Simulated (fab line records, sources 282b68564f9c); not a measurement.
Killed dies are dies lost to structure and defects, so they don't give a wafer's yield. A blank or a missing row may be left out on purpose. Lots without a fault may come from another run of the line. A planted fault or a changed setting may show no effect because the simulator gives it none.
Problem report in the 8D (eight disciplines) form, filled by code | flow rit_cmos | the parts of the form that need people (team, actions taken, sign-off) are left out

1. THE PROBLEM
oes_product_au at RIT_GATE_ETCH_19 reads a mean of 0.735 a.u. on 1 wafer of 1 lot; wafers without a fault read 0.854 a.u. with a standard deviation of 0.012. That is -9.9 standard deviations from the usual mean.
The step: etches poly-Si in SF6/CHF3/O2, stops on SiO2, time 165 s, target depth 312.5 nm.
First seen on wafer L869.4, day 6 04:24, on rie_si-01. The record holds 39 wafers of 13 lots with a number at this step. Rule for "out", or "out of limits": more than 4 standard deviations from the usual mean. The other wafers with a number count as sound.

2. WHAT IT IS AND WHAT IT IS NOT
question                    | is               | is not
which readings at this step | oes_product_au   | chamber_pressure_mTorr, drypump_motor_current_A, throttle_valve_pct
which lots                  | L869             | L857, L858, L859, L861, L862, L863, L866, L867, L874, L876, L878, L880
which wafers of those lots  | L869.4           | L869.1, L869.6
read on which tools         | rie_si-01        | rie_si-02
when                        | from day 6 04:24 | up to then (26 sound wafers); but 12 sound wafers of L874, L876, L878, L880 came after

3. SUSPECTS, AND WHAT RULES EACH OUT
Counting: a tool at a process step up to the reading stays a suspect if it ran every lot that is out. Sound lots after the first of them don't rule it out here, since some wafers of a struck lot are sound.
- rie_si-01 at RIT_GATE_ETCH_19 (etches poly-Si in SF6/CHF3/O2, stops on SiO2, time 165 s, target depth 312.5 nm): kept. It ran the lot that is out, L869 (day 6 04:24); its last sound lot up to then is L863 (day 4 15:04). Its own readings are out on those wafers: oes_product_au.
- Within rie_si-01 at RIT_GATE_ETCH_19: the wafers that are out ran in chamber 3; their sound lot-mates ran in chambers 0, 2.
Left after counting: rie_si-01 at RIT_GATE_ETCH_19.

4. THE CAUSE (what the simulator had put in)
Process parameter drift: rie_si-01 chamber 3, from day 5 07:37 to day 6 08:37, at RIT_GATE_ETCH_19. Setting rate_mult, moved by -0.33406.
Counting left only this tool.

5. THE CHAIN OF EFFECTS, in route order
Each row: a reading whose mean over the struck wafers that have a number lies more than 3 standard deviations from the usual. Only readings for which the record gives a usual standard deviation are gone through. hours: the time from each lot's start at the first step in this table that gives one to its start at this step, as a median over the lots. sigmas: the change in usual standard deviations.
hours | step             | reading             | usual      | on struck wafers | change | sigmas
0     | RIT_GATE_ETCH_19 | oes_product_au      | 0.854 a.u. | 0.735            | -0.119 | -9.9
21    | RIT_M1_PROBE_99  | killed_at_front_end | 7          | 264              | +257   | +83
21    | RIT_M1_PROBE_99  | killed_dies         | 7          | 264              | +257   | +80
21    | RIT_M1_PROBE_99  | killed_on_rim       | 1.9        | 70.0             | +68.1  | +45
The process steps in it:
- RIT_GATE_ETCH_19: etches poly-Si in SF6/CHF3/O2, stops on SiO2, time 165 s, target depth 312.5 nm.
- RIT_M1_PROBE_99

6. WHAT WOULD HAVE CAUGHT IT SOONER
In this record the first reading out of limits was taken at day 6 04:24, 21 hours after the fault began at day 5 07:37.
